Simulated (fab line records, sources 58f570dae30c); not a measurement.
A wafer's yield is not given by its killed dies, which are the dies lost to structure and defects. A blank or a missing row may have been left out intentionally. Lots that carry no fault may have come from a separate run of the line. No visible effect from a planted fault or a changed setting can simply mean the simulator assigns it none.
One fault through the eyes of 2 desks | flow berkeley-cmos170 | every desk sees just its own numbers, and what lay behind them comes last

## DESK OF THE TOOL OWNER: cmp-02
The tool's own readings at UCB170_V2_CMP_02 (polishes SiO2): means of the sampled wafers that have a number, for each lot that ran on this tool. Any lot whose mean is over 4 standard deviations away from the usual mean is out of limits and marked OUT; that distance is given in the brackets.
Columns: A = motor-current-A at UCB170_V2_CMP_02, usual 17.0 A
lot  | first seen here | A
L526 | day 8 23:22     | 17.5
L527 | day 9 00:01     | 17.3
L531 | day 10 16:43    | 17.0
L533 | day 11 05:43    | 18.5
L534 | day 11 12:16    | 15.2
L536 | day 12 06:13    | 16.2
L538 | day 12 07:18    | 16.9
L539 | day 12 22:49    | 15.9
Result from this desk: across the 8 lots, nothing is out of limits.

## METROLOGY DESK
What the gauges read for every lot (on any tool): the sampled wafers with a number, averaged. Any lot whose mean is over 4 standard deviations away from the usual mean is out of limits and marked OUT; that distance is given in the brackets.
Columns: A = cd-nm at UCB170_M1_CD_MEAS_09, usual 699.9 nm; B = V1_BOW at UCB170_V1_BOW_MEAS_03, usual 18 um; C = cd-nm at UCB170_M2_CD_MEAS_15, usual 700.2 nm; D = V2_BOW at UCB170_V2_BOW_MEAS_03, usual 37 um; E = V2_POLISHED_THK at UCB170_V2_THK_MEAS_04, usual 1000.3 nm
lot  | first seen here | A     | B  | C     | D  | E
L525 | day 8 14:59     | 697.8 | 14 | 701.7 | 31 | 1001.3
L526 | day 8 15:15     | 702.0 | 19 | 699.9 | 36 | 1000.9
L527 | day 8 15:38     | 697.0 | 11 | 699.8 | 32 | 999.8
L529 | day 9 14:41     | 698.8 | 24 | 700.9 | 41 | 1001.2
L530 | day 10 07:07    | 701.3 | 15 | 699.8 | 34 | 1001.6
L531 | day 10 08:55    | 700.3 | 11 | 698.1 | 31 | 998.5
L533 | day 10 22:09    | 702.0 | 21 | 702.6 | 38 | 999.4
L534 | day 11 00:05    | 700.2 | 17 | 700.2 | 39 | 999.1
L536 | day 11 20:56    | 699.4 | 14 | 699.3 | 33 | 1075.3 (+54) OUT
L535 | day 11 21:56    | 698.3 | 18 | 700.5 | 41 | 999.0
L538 | day 11 22:35    | 700.5 | 18 | 700.3 | 35 | 1074.5 (+53) OUT
L539 | day 12 14:14    | 701.4 | 23 | 698.4 | 43 | 1075.2 (+53) OUT
L544 | day 13 06:36    | 699.1 | 27 | 699.9 | 46 | 998.9
L548 | day 13 18:32    | 700.6 | 20 | 699.6 | 38 | 1000.5
L546 | day 13 19:44    | 700.5 | 20 | 701.3 | 38 | 999.0
Per this desk, out of limits: L536, L538, L539; the first was L538, day 12 09:54 (V2_POLISHED_THK at UCB170_V2_THK_MEAS_04). L525, L526, L527, L529, L530, L531, L533, L534, L535, L544, L548, L546: within limits.

## BROUGHT TOGETHER
At day 12 09:54 the metrology desk could have sounded an alarm, on L536, L538, L539.
The desk of the tool owner found nothing out of limits.
Tool owner's desk: L536, L538, L539 on record, inside its limits.
Every lot named ran UCB170_V2_CMP_02 on cmp-02.

## WHAT THE SIMULATOR PUT IN
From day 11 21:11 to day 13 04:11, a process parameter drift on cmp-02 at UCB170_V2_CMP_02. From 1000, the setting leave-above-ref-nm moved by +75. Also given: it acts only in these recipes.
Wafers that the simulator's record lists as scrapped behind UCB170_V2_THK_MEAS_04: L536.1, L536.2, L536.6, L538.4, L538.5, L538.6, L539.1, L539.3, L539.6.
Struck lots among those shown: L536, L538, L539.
Per desk, hours elapsed from the start of the fault to the first reading out of limits: for the metrology desk, 13.
